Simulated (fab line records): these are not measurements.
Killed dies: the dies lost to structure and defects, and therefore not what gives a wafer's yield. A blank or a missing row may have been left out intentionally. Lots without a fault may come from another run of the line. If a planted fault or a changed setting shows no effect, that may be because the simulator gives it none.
Problem report in the 8D (eight disciplines) form, filled by code | flow berkeleyCmos170 | the parts of the form that need people (team, actions taken, sign-off) are left out

== 1. WHAT WENT WRONG ==
Wafers free of any fault read 512 (standard deviation 6.3) for PVT_TW at UCB170_PVT_TW_MEAS_09, against a mean of 32 on 6 wafers of 2 lots. That is -76 standard deviations from the usual mean.
Earliest sighting: wafer L526.1 on filmMetro-03 at day 8 22:56. The record holds 42 wafers of 14 lots with a number at this step. By rule, "out" or "out of limits" means more than 4 standard deviations away from the usual mean. Any other wafer with a number is counted as sound.

== 2. WHAT THIS IS AND IS NOT ==
question                    | is                         | is not
which readings at this step | PVT_TW                     | -
which lots                  | L526, L528                 | L511, L512, L513, L514, L515, L516, L520, L525, L529, L530, L532, L534
which wafers of those lots  | all that have a number     | -
read on which gauges        | filmMetro-02, filmMetro-03 | filmMetro-04
when                        | from day 8 22:56           | up to then (24 sound wafers); but 12 sound wafers of L529, L530, L532, L534 came after

== 3. THE SUSPECTS, EACH WITH WHAT RULES IT OUT ==
Counting: a tool at a process step up to the reading stays a suspect if it ran every lot that is out and no sound lot after the first of them.
- the gauge at UCB170_PVT_TW_MEAS_09 has been ruled out. 2 gauges (filmMetro-02, filmMetro-03) read the wafers that are out.
- lithoTrack-01 at UCB170_PVT_DEVELOP_05 (develop time 45 s): kept. It processed each lot that is out, first L526 at day 8 22:00, and no sound lot thereafter; up to then, the last sound lot it processed was L520 at day 7 13:00.
Left after counting: lithoTrack-01 at UCB170_PVT_DEVELOP_05.

== 4. THE CAUSE (what the simulator had put in) ==
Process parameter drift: lithoTrack-01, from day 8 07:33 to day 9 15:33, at UCB170_PVT_DEVELOP_05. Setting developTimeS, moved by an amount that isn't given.
This tool alone remained once counting was done.

== 5. THE CHAIN OF EFFECTS, in route order ==
Rows list readings where the struck wafers' mean (over those with a number) sits beyond 3 standard deviations from the usual. Readings are gone through only where the record gives a usual standard deviation; hours: the median, over the lots, of the time from a lot's start at the first step in this table giving one to that lot's start at this step; sigmas: the change measured in usual standard deviations.
hours | step                  | reading | usual | on struck wafers | change | sigmas
0     | UCB170_PVT_TW_MEAS_09 | PVT_TW  | 512   | 32               | -480   | -76

== 6. WHAT WOULD HAVE CAUGHT IT SOONER ==
15 hours passed between the start of the fault at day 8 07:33 and the first reading out of limits at a measuring or inspecting step in this record, taken at day 8 22:56.
Among the 2 lots that are out, L528 began UCB170_PVT_DEVELOP_05 on lithoTrack-01 after day 8 22:56. It would have been spared by a hold on the tool at that moment.
